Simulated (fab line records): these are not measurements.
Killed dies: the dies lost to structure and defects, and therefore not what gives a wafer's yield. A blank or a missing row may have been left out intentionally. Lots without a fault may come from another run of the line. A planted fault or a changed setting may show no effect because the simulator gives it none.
fab line records	flow berkeleyCmos170	part 1 of 2: steps 1 to 25 of 36
record: lots: 5	wafers: 15	lastDay: 11
route steps=331 shown NWELL@30 PWELL@34 WELLDRIVE@55 ACTIVE@60
lots untouched by any fault: they come from a run of this same line in which no faults occurred
startH: hours from the record's opening day to when the first of the lot's shown wafers began	waitH: hours since the lot's step before	" unchanged from the row above	L1.1+2: several wafers, shown together as one row	- no value present, or no start provided	* or withheld: withheld	< > ~ a bound
route shown NAME@n: NAME is a module with steps in the file, n the number in the route of the first one	usual: mean/standard deviation taken from wafers without a fault	same: alike in all rows	chamber/n: place in a boat	sites: each site's reading	_std_site: their standard deviation	_edge_site: mean of outer sites minus mean of inner sites	radiusMm: for every site, how far away it sits from the centre of the wafer	mask NAME#n: copy n	behind: tool/chamber where the wafer was last shaped	hold: what put the lot on hold/how long, in hours/how the hold closed	device: the n, p or np transistor that did not switch	end of line: at the end of the route, the tests of the same wafers	a step with no rows: only its recipe	killed: dies that structure and defects cost at the first sort, which is not the same as the wafer's yield	map: per-die view of a wafer (x killed, . not killed, _ where there is no die)
set.NAME: the setting as run; set.NAME@STEP: as run at that earlier step	model.NAME: the simulator's own value behind a step, which no gauge read
a table for each step, a row for each wafer; lots at some steps of the route
services: a tool's chamber out of use, with start hour (startH, from the record's first day; less than 0 if before it), hours out, and reason
== steps ==
step: UCB170_NWELL_TW_MEAS_16
usual: NWELL_TW: 1243/14
lot.wafer	tool	chamber	startH	waitH	NWELL_TW
L077.3	filmMetro-01	-	46.40	0.1	1239
L077.4	"	-	"	"	1234
L077.6	"	-	"	"	1242
L080.1	filmMetro-04	-	61.46	0.1	1255
L080.2	"	-	"	"	1253
L080.6	"	-	"	"	1253
L081.1	filmMetro-01	-	70.93	0.1	1226
L081.4	"	-	"	"	1221
L081.5	"	-	"	"	1232
L091.1	filmMetro-01	-	116.55	0.1	1230
L091.2	"	-	"	"	1232
L091.4	"	-	"	"	1234
L096.3	filmMetro-01	-	136.77	0.1	1227
L096.4	"	-	"	"	1230
L096.5	"	-	"	"	1224
step: UCB170_NWELL_CLEAN_17
recipe: chemistry: SPM	tempC: 120	timeS: 600
usual: bathGuardTempC: 120.1/0.4	tempC: 120.01/0.15
lot.wafer	tool	chamber	startH	waitH	bathGuardTempC	tempC
L077.3	wetBench-01	1	46.44	0.0	119.7	119.94
L077.4	"	1	"	"	120.0	119.97
L077.6	"	1	"	"	120.1	119.94
L080.1	wetBench-02	0	62.27	0.8	119.5	119.87
L080.2	"	0	"	"	119.6	120.05
L080.6	"	0	"	"	119.8	120.11
L081.1	wetBench-01	0	70.99	0.1	119.8	119.84
L081.4	"	0	"	"	119.6	120.05
L081.5	"	0	"	"	119.6	120.15
L091.1	wetBench-01	2	118.91	2.4	120.5	120.02
L091.2	"	2	"	"	120.8	120.23
L091.4	"	2	"	"	121.0	120.17
L096.3	wetBench-02	3	136.81	0.0	120.6	119.93
L096.4	"	3	"	"	120.4	119.96
L096.5	"	3	"	"	120.5	119.98
step: UCB170_NWELL_WET_ETCH_18
recipe: chemistry: H3PO4	target: Si3N4	tempC: 160	timeS: 14400
usual: bathGuardTempC: 160.1/0.5	tempC: 160.01/0.15
lot.wafer	tool	chamber	startH	waitH	bathGuardTempC	tempC
L077.3	wetBench-01	0	46.62	0.0	159.6	160.09
L077.4	"	0	"	"	159.7	160.19
L077.6	"	0	"	"	159.9	160.07
L080.1	wetBench-02	1	62.62	0.2	159.6	159.76
L080.2	"	1	"	"	160.0	160.05
L080.6	"	1	"	"	159.8	159.98
L081.1	wetBench-02	1	71.20	0.0	160.0	159.93
L081.4	"	1	"	"	159.9	159.84
L081.5	"	1	"	"	159.8	159.98
L091.1	wetBench-01	2	119.51	0.4	160.5	160.12
L091.2	"	2	"	"	160.6	159.95
L091.4	"	2	"	"	160.9	159.87
L096.3	wetBench-02	2	137.00	0.0	160.9	159.93
L096.4	"	2	"	"	160.5	159.95
L096.5	"	2	"	"	160.7	160.01
step: UCB170_NWELL_WET_ETCH_19
recipe: chemistry: BOE	dilution: 5:1	target: SiO2	tempC: 25	timeS: 22
usual: tempC: 25.01/0.11
lot.wafer	tool	chamber	startH	waitH	tempC
L077.3	wetBench-02	1	50.63	0.0	24.93
L077.4	"	1	"	"	25.06
L077.6	"	1	"	"	24.89
L080.1	wetBench-01	1	66.63	0.0	24.96
L080.2	"	1	"	"	25.06
L080.6	"	1	"	"	24.96
L081.1	wetBench-02	0	75.78	0.2	25.12
L081.4	"	0	"	"	24.93
L081.5	"	0	"	"	24.92
L091.1	wetBench-01	0	123.93	0.4	24.92
L091.2	"	0	"	"	24.80
L091.4	"	0	"	"	25.06
L096.3	wetBench-04	3	141.38	0.0	25.11
L096.4	"	3	"	"	25.00
L096.5	"	3	"	"	25.06
step: UCB170_PWELL_CLEAN_00
recipe: chemistry: SPM	tempC: 120	timeS: 600
usual: bathGuardTempC: 120.2/0.47	tempC: 119.98/0.14
lot.wafer	tool	chamber	startH	waitH	bathGuardTempC	tempC
L077.3	wetBench-04	0	50.64	0.0	120.6	120.06
L077.4	"	0	"	"	120.3	120.29
L077.6	"	0	"	"	120.0	120.15
L080.1	wetBench-04	2	66.64	0.0	120.0	120.09
L080.2	"	2	"	"	120.2	120.39
L080.6	"	2	"	"	120.2	120.02
L081.1	wetBench-02	2	76.01	0.2	120.6	119.80
L081.4	"	2	"	"	120.1	119.90
L081.5	"	2	"	"	120.8	120.06
L091.1	wetBench-02	3	124.81	0.9	120.1	119.86
L091.2	"	3	"	"	120.3	119.91
L091.4	"	3	"	"	120.6	119.96
L096.3	wetBench-02	3	141.39	0.0	120.1	120.20
L096.4	"	3	"	"	120.4	120.15
L096.5	"	3	"	"	120.5	120.06
step: UCB170_PWELL_CLEAN_01
recipe: chemistry: dHF	dilution: 25:1	timeS: 60
lot.wafer	tool	chamber	startH	waitH
L077.3+4+6	wetBench-01	0	50.81	0.0
L080.1+2+6	wetBench-02	0	66.82	0.0
L081.1+4+5	wetBench-02	1	76.24	0.0
L091.1+2+4	wetBench-02	1	125.00	0.0
L096.3+4+5	wetBench-01	0	141.57	0.0
step: UCB170_PWELL_OXIDATION_02
recipe: tempC: 1000	ambient: O2	targetThkA: 264	oxTimeS: 1260
usual: oxTempC: 1000.0/0.43
lot.wafer	tool	chamber	startH	waitH	oxTempC
L077.3	furnace-02	0	51.36	0.5	1000.3
L077.4	"	0	"	"	1000.0
L077.6	"	0	"	"	999.9
L080.1	furnace-03	0	67.15	0.3	999.8
L080.2	"	0	"	"	1000.3
L080.6	"	0	"	"	1000.0
L081.1	furnace-03	0	78.16	1.9	999.6
L081.4	"	0	"	"	1000.8
L081.5	"	0	"	"	1000.1
L091.1	furnace-03	0	125.33	0.3	999.6
L091.2	"	0	"	"	999.4
L091.4	"	0	"	"	999.6
L096.3	furnace-02	0	143.73	2.1	1000.5
L096.4	"	0	"	"	999.8
L096.5	"	0	"	"	999.9
step: UCB170_PWELL_THK_MEAS_03
recipe: reads: SiO2_of_PWELL_OXIDATION_02
usual: PWELL_OXIDE_THK: 26.4/0.44
lot.wafer	tool	chamber	startH	waitH	PWELL_OXIDE_THK[nm]
L077.3	filmMetro-04	-	52.73	0.0	25.8
L077.4	"	-	"	"	26.3
L077.6	"	-	"	"	26.0
L080.1	filmMetro-01	-	68.50	0.0	26.4
L080.2	"	-	"	"	25.7
L080.6	"	-	"	"	26.2
L081.1	filmMetro-01	-	79.51	0.0	27.1
L081.4	"	-	"	"	27.3
L081.5	"	-	"	"	27.1
L091.1	filmMetro-03	-	126.68	0.0	26.6
L091.2	"	-	"	"	26.7
L091.4	"	-	"	"	26.3
L096.3	filmMetro-01	-	145.10	0.0	27.2
L096.4	"	-	"	"	26.8
L096.5	"	-	"	"	27.0
step: UCB170_PWELL_ANNEAL_04
recipe: tempC: 1000	timeS: 900	ambient: N2
lot.wafer	tool	chamber	startH	waitH
L077.3+4+6	furnace-03	0	55.31	2.6
L080.1+2+6	furnace-03	0	70.00	1.5
L081.1+4+5	furnace-01	0	81.99	2.5
L091.1+2+4	furnace-02	0	131.28	4.6
L096.3+4+5	furnace-03	0	147.53	2.4
step: UCB170_PWELL_CVD_05
recipe: material: Si3N4	targetThkNm: 220	tempC: 800	precursor: SiH2Cl2/NH3	timeS: 3300	pressureMtorr: 200	sih2cl2FlowSccm: 25	nh3FlowSccm: 75
lot.wafer	tool	chamber	startH	waitH
L077.3+4+6	lpcvd-02	0	56.56	0.0
L080.1+2+6	lpcvd-01	1	71.25	0.0
L081.1+4+5	lpcvd-01	0	83.24	0.0
L091.1+2+4	lpcvd-01	0	132.53	0.0
L096.3+4+5	lpcvd-01	1	148.78	0.0
step: UCB170_PWELL_THK_MEAS_06
recipe: reads: Si3N4_of_PWELL_CVD_05
usual: PWELL_NITRIDE_THK: 220.1/2.3
lot.wafer	tool	chamber	startH	waitH	PWELL_NITRIDE_THK[nm]
L077.3	filmMetro-03	-	58.50	0.0	218.7
L077.4	"	-	"	"	217.1
L077.6	"	-	"	"	219.5
L080.1	filmMetro-01	-	73.16	0.0	218.9
L080.2	"	-	"	"	220.5
L080.6	"	-	"	"	219.4
L081.1	filmMetro-03	-	85.16	0.0	220.9
L081.4	"	-	"	"	221.6
L081.5	"	-	"	"	222.0
L091.1	filmMetro-01	-	134.50	0.1	216.2
L091.2	"	-	"	"	216.6
L091.4	"	-	"	"	217.8
L096.3	filmMetro-01	-	150.71	0.0	217.2
L096.4	"	-	"	"	216.5
L096.5	"	-	"	"	214.5
step: UCB170_PWELL_HMDS_07
recipe: primeTimeS: 60	primeTempC: 100
usual: chillPlateTempC: 22.99/0.1	exhaustPa: 44.9/0.92
lot.wafer	tool	chamber	startH	waitH	chillPlateTempC	exhaustPa
L077.3	lithoTrack-04	0	58.59	0.1	22.96	45.9
L077.4	"	0	"	"	23.05	45.8
L077.6	"	0	"	"	23.01	44.0
L080.1	lithoTrack-04	0	73.24	0.1	23.12	44.0
L080.2	"	0	"	"	22.90	43.9
L080.6	"	0	"	"	22.96	44.7
L081.1	lithoTrack-02	0	85.22	0.1	23.00	45.3
L081.4	"	0	"	"	22.93	45.7
L081.5	"	0	"	"	22.94	45.0
L091.1	lithoTrack-01	0	134.56	0.1	22.89	44.1
L091.2	"	0	"	"	22.91	46.2
L091.4	"	0	"	"	22.97	44.5
L096.3	lithoTrack-02	0	150.80	0.1	22.84	45.7
L096.4	"	0	"	"	22.98	47.0
L096.5	"	0	"	"	22.84	46.3
step: UCB170_PWELL_COAT_08
recipe: resist: KrF	spinRpm: 1500	resistThkNm: 900
usual: chillPlateTempC: 22.98/0.095	dispensePressureKPa: 47.9/2	exhaustPa: 45.0/0.89
lot.wafer	tool	chamber	startH	waitH	chillPlateTempC	dispensePressureKPa	exhaustPa
L077.3	lithoTrack-04	0	58.74	0.1	23.05	47.8	44.6
L077.4	"	0	"	"	22.85	47.8	45.2
L077.6	"	0	"	"	22.87	47.9	46.4
L080.1	lithoTrack-04	0	73.39	0.1	23.03	48.0	44.1
L080.2	"	0	"	"	22.96	48.0	44.0
L080.6	"	0	"	"	22.94	48.0	44.2
L081.1	lithoTrack-02	0	85.37	0.1	23.05	46.1	43.8
L081.4	"	0	"	"	22.98	46.0	44.4
L081.5	"	0	"	"	22.94	46.1	44.3
L091.1	lithoTrack-01	0	134.71	0.1	22.90	51.2	46.0
L091.2	"	0	"	"	22.83	51.2	45.9
L091.4	"	0	"	"	22.78	51.1	45.1
L096.3	lithoTrack-02	0	150.95	0.1	23.13	46.1	43.9
L096.4	"	0	"	"	23.06	46.1	44.1
L096.5	"	0	"	"	23.06	46.1	46.2
step: UCB170_PWELL_SOFTBAKE_09
recipe: resist: KrF	tempC: 130	timeS: 60
usual: chillPlateTempC: 23.01/0.1	exhaustPa: 45.0/0.87
lot.wafer	tool	chamber	startH	waitH	chillPlateTempC	exhaustPa
L077.3	lithoTrack-04	0	58.89	0.1	23.12	44.7
L077.4	"	0	"	"	23.09	44.4
L077.6	"	0	"	"	23.26	44.7
L080.1	lithoTrack-04	0	73.54	0.1	22.97	45.2
L080.2	"	0	"	"	22.99	44.9
L080.6	"	0	"	"	22.97	45.6
L081.1	lithoTrack-02	0	85.52	0.1	22.88	46.3
L081.4	"	0	"	"	22.98	46.0
L081.5	"	0	"	"	22.97	45.5
L091.1	lithoTrack-01	0	134.86	0.1	22.97	44.7
L091.2	"	0	"	"	23.06	45.8
L091.4	"	0	"	"	23.02	45.5
L096.3	lithoTrack-02	0	151.10	0.1	23.13	44.5
L096.4	"	0	"	"	22.94	45.9
L096.5	"	0	"	"	22.98	44.8
step: UCB170_PWELL_EXPOSE_10
recipe: maskId: PWELL	targetCdNm: 3000	na: 0.5	sigmaOuter: 0.6	sourceShape: conventional	doseMj: 19
same: na: 0.5	sigmaOuter: 0.6
lot.wafer	tool	chamber	startH	waitH	mask
L077.3+4+6	krfScanner-02	0	59.27	0.4	PWELL#0
L080.1+2+6	krfScanner-02	0	74.04	0.5	PWELL#0
L081.1+4+5	krfScanner-01	0	85.87	0.3	PWELL#0
L091.1+2+4	krfScanner-02	0	135.01	0.1	PWELL#0
L096.3+4+5	krfScanner-01	0	151.52	0.4	PWELL#0
step: UCB170_PWELL_PEB_11
recipe: pebTempC: 130	pebTimeS: withheld	resist: KrF
usual: chillPlateTempC: 23.00/0.1	exhaustPa: 45.0/0.76
lot.wafer	tool	chamber	startH	waitH	chillPlateTempC	exhaustPa
L077.3	lithoTrack-01	0	59.40	0.1	23.12	46.2
L077.4	"	0	"	"	22.98	44.4
L077.6	"	0	"	"	23.12	45.0
L080.1	lithoTrack-01	0	74.16	0.1	23.09	45.2
L080.2	"	0	"	"	23.05	46.7
L080.6	"	0	"	"	22.82	44.0
L081.1	lithoTrack-04	0	86.16	0.3	23.04	44.2
L081.4	"	0	"	"	23.04	44.2
L081.5	"	0	"	"	23.01	44.4
L091.1	lithoTrack-01	0	135.13	0.1	23.08	45.6
L091.2	"	0	"	"	23.06	46.0
L091.4	"	0	"	"	23.07	44.9
L096.3	lithoTrack-01	0	151.99	0.5	23.10	44.8
L096.4	"	0	"	"	22.78	46.0
L096.5	"	0	"	"	22.88	44.6
step: UCB170_PWELL_DEVELOP_12
recipe: developer: TMAH	developTimeS: 45	resist: KrF	devTempC: 21
usual: chillPlateTempC: 23.01/0.11	exhaustPa: 45.0/0.91
lot.wafer	tool	chamber	startH	waitH	chillPlateTempC	exhaustPa
L077.3	lithoTrack-01	0	-	-	23.17	44.6
L077.4	"	0	"	"	23.09	44.6
L077.6	"	0	"	"	22.95	45.3
L080.1	lithoTrack-01	0	-	-	23.11	44.1
L080.2	"	0	"	"	23.12	46.3
L080.6	"	0	"	"	23.11	45.7
L081.1	lithoTrack-04	0	-	-	22.96	44.7
L081.4	"	0	"	"	23.07	44.3
L081.5	"	0	"	"	23.06	45.0
L091.1	lithoTrack-01	0	-	-	23.17	44.9
L091.2	"	0	"	"	23.09	44.1
L091.4	"	0	"	"	23.02	44.7
L096.3	lithoTrack-01	0	-	-	23.04	45.3
L096.4	"	0	"	"	22.93	44.3
L096.5	"	0	"	"	22.92	46.7
step: UCB170_PWELL_OVL_MEAS_13
usual: PWELL_OVL: 6/5.3
lot.wafer	tool	chamber	startH	waitH	PWELL_OVL[nm]
L077.3	overlay-02	-	59.63	-	2
L077.4	"	-	"	"	6
L077.6	"	-	"	"	10
L080.1	overlay-02	-	74.43	-	-1
L080.2	"	-	"	"	-5
L080.6	"	-	"	"	-2
L081.1	overlay-02	-	86.43	-	7
L081.4	"	-	"	"	7
L081.5	"	-	"	"	11
L091.1	overlay-01	-	135.40	-	5
L091.2	"	-	"	"	-2
L091.4	"	-	"	"	0
L096.3	overlay-01	-	152.23	-	8
L096.4	"	-	"	"	3
L096.5	"	-	"	"	9
step: UCB170_PWELL_ETCH_14
recipe: chemistry: CH3F/Ar/O2	target: Si3N4	stopOn: SiO2	CH3F_flow_sccm: 20	Ar_flow_sccm: 50	O2_flow_sccm: 7	pressureMtorr: 50	rfW: 450	targetDepthA: 2420	overEtchFrac: 0.1	timeS: 151
usual: drypumpMotorCurrentA: 5.4/0.33	oesProductAu: 0.943/0.016	throttleValvePct: 8.06/0.11
same: overEtchFrac: 0.1
lot.wafer	tool	chamber	startH	waitH	drypumpMotorCurrentA	oesProductAu	rfHoursCounterH	throttleValvePct
L077.3	rieDiel-02	1	59.66	0.0	5.3	0.948	45	7.94
L077.4	"	2	"	"	5.5	0.961	135	7.98
L077.6	"	3	"	"	6.1	0.936	-	8.00
L080.1	rieDiel-02	3	74.47	0.0	6.1	0.931	15	8.00
L080.2	"	2	"	"	5.5	0.979	136	7.99
L080.6	"	1	"	"	5.3	0.943	-	7.93
L081.1	rieDiel-02	2	86.47	0.0	5.5	0.977	137	7.96
L081.4	"	3	"	"	6.1	0.940	15	8.00
L081.5	"	0	"	"	5.6	0.943	-	7.93
L091.1	rieDiel-02	1	135.44	0.0	5.3	0.934	49	7.94
L091.2	"	0	"	"	5.6	0.932	50	7.93
L091.4	"	2	"	"	5.5	0.973	140	7.97
L096.3	rieDiel-04	3	152.25	0.0	5.2	0.904	1	8.14
L096.4	"	1	"	"	5.0	0.932	94	8.11
L096.5	"	1	"	"	5.0	0.925	-	8.13
step: UCB170_PWELL_IMPLANT_15
recipe: species: B	doseCm2: 5e+12	energyKev: 59.52	tiltDeg: 7
usual: faradayCurrentUA: 15.86/0.3
lot.wafer	tool	chamber	startH	waitH	faradayCurrentUA
L077.3	implanter-04	0	59.81	0.1	16.11
L077.4	"	0	"	"	16.23
L077.6	"	0	"	"	16.12
L080.1	implanter-01	0	74.57	0.1	16.04
L080.2	"	0	"	"	15.76
L080.6	"	0	"	"	15.97
L081.1	implanter-01	0	86.57	0.1	16.12
L081.4	"	0	"	"	15.79
L081.5	"	0	"	"	16.30
L091.1	implanter-04	0	135.54	0.1	16.07
L091.2	"	0	"	"	16.10
L091.4	"	0	"	"	15.62
L096.3	implanter-04	0	152.40	0.1	15.98
L096.4	"	0	"	"	15.92
L096.5	"	0	"	"	16.05
step: UCB170_PWELL_STRIP_16
recipe: chemistry: O2	powerW: 400	pressureMtorr: 3500	platenTempC: withheld	o2FlowSccm: 400	overashFraction: 0.5
usual: drypumpMotorCurrentA: 5.5/0.52	oesProductAu: 0.721/0.004	stripTimeToEndpointS: 18.10/0.08
lot.wafer	tool	chamber	startH	waitH	drypumpMotorCurrentA	oesProductAu	rfHoursCounterH	stripTimeToEndpointS
L077.3	plasmaAsher-02	1	59.94	0.1	6.8	0.723	-	18.01
L077.4	"	0	"	"	5.6	0.717	-	17.99
L077.6	"	0	"	"	5.7	0.721	-	18.00
L080.1	plasmaAsher-01	0	74.72	0.1	5.4	0.723	36	18.06
L080.2	"	1	"	"	4.9	0.724	36	18.02
L080.6	"	0	"	"	5.4	0.723	-	18.00
L081.1	plasmaAsher-01	1	86.72	0.1	4.9	0.716	38	17.95
L081.4	"	1	"	"	4.9	0.719	-	18.00
L081.5	"	0	"	"	5.4	0.726	-	18.08
L091.1	plasmaAsher-02	0	135.69	0.1	5.6	0.719	38	18.02
L091.2	"	1	"	"	6.8	0.726	38	18.06
L091.4	"	0	"	"	5.7	0.718	-	18.01
L096.3	plasmaAsher-02	0	152.53	0.1	5.6	0.726	-	18.17
L096.4	"	1	"	"	6.8	0.726	-	18.28
L096.5	"	0	"	"	5.6	0.717	-	18.16
step: UCB170_PWELL_TW_MEAS_17
usual: PWELL_TW: 377/4.6
lot.wafer	tool	chamber	startH	waitH	PWELL_TW
L077.3	filmMetro-01	-	60.03	0.1	373
L077.4	"	-	"	"	373
L077.6	"	-	"	"	371
L080.1	filmMetro-01	-	74.82	0.1	374
L080.2	"	-	"	"	373
L080.6	"	-	"	"	376
L081.1	filmMetro-01	-	86.82	0.1	376
L081.4	"	-	"	"	376
L081.5	"	-	"	"	375
L091.1	filmMetro-01	-	135.79	0.1	374
L091.2	"	-	"	"	374
L091.4	"	-	"	"	371
L096.3	filmMetro-01	-	152.62	0.1	374
L096.4	"	-	"	"	376
L096.5	"	-	"	"	374
step: UCB170_PWELL_CLEAN_18
recipe: chemistry: SPM	tempC: 120	timeS: 600
usual: bathGuardTempC: 120.0/0.47	tempC: 120.01/0.13
lot.wafer	tool	chamber	startH	waitH	bathGuardTempC	tempC
L077.3	wetBench-02	0	60.19	0.1	119.5	120.20
L077.4	"	0	"	"	119.8	120.08
L077.6	"	0	"	"	119.8	120.17
L080.1	wetBench-02	0	75.57	0.7	120.0	120.09
L080.2	"	0	"	"	119.9	119.83
L080.6	"	0	"	"	119.6	119.79
L081.1	wetBench-02	1	86.88	0.1	119.8	119.94
L081.4	"	1	"	"	120.1	119.86
L081.5	"	1	"	"	119.4	119.85
L091.1	wetBench-02	1	135.85	0.1	119.9	119.98
L091.2	"	1	"	"	119.7	120.07
L091.4	"	1	"	"	120.1	120.11
L096.3	wetBench-02	1	152.71	0.1	119.9	120.20
L096.4	"	1	"	"	120.0	119.87
L096.5	"	1	"	"	119.9	120.15
step: UCB170_PWELL_WET_ETCH_19
recipe: chemistry: H3PO4	target: Si3N4	tempC: 160	timeS: 14400
usual: bathGuardTempC: 160.2/0.47	tempC: 160.00/0.16
lot.wafer	tool	chamber	startH	waitH	bathGuardTempC	tempC
L077.3	wetBench-01	2	60.54	0.2	160.5	159.89
L077.4	"	2	"	"	160.5	159.76
L077.6	"	2	"	"	160.9	159.89
L080.1	wetBench-04	3	75.83	0.0	160.8	159.76
L080.2	"	3	"	"	161.2	159.99
L080.6	"	3	"	"	160.5	160.06
L081.1	wetBench-04	0	87.07	0.0	160.1	160.10
L081.4	"	0	"	"	160.5	160.13
L081.5	"	0	"	"	160.3	160.16
L091.1	wetBench-01	1	136.04	0.0	160.0	160.13
L091.2	"	1	"	"	159.8	160.17
L091.4	"	1	"	"	159.7	160.00
L096.3	wetBench-02	2	152.89	0.0	160.7	160.19
L096.4	"	2	"	"	160.6	159.89
L096.5	"	2	"	"	160.7	159.85
step: UCB170_PWELL_WET_ETCH_20
recipe: chemistry: BOE	dilution: 5:1	target: SiO2	tempC: 25	timeS: 22
usual: tempC: 25.01/0.099
lot.wafer	tool	chamber	startH	waitH	tempC
L077.3	wetBench-01	0	64.55	0.0	25.17
L077.4	"	0	"	"	25.22
L077.6	"	0	"	"	25.11
L080.1	wetBench-02	3	79.84	0.0	25.26
L080.2	"	3	"	"	25.09
L080.6	"	3	"	"	24.97
L081.1	wetBench-01	1	91.30	0.2	25.09
L081.4	"	1	"	"	24.86
L081.5	"	1	"	"	24.87
L091.1	wetBench-04	2	140.07	0.0	24.96
L091.2	"	2	"	"	24.98
L091.4	"	2	"	"	25.03
L096.3	wetBench-01	1	156.90	0.0	24.99
L096.4	"	1	"	"	24.95
L096.5	"	1	"	"	25.01
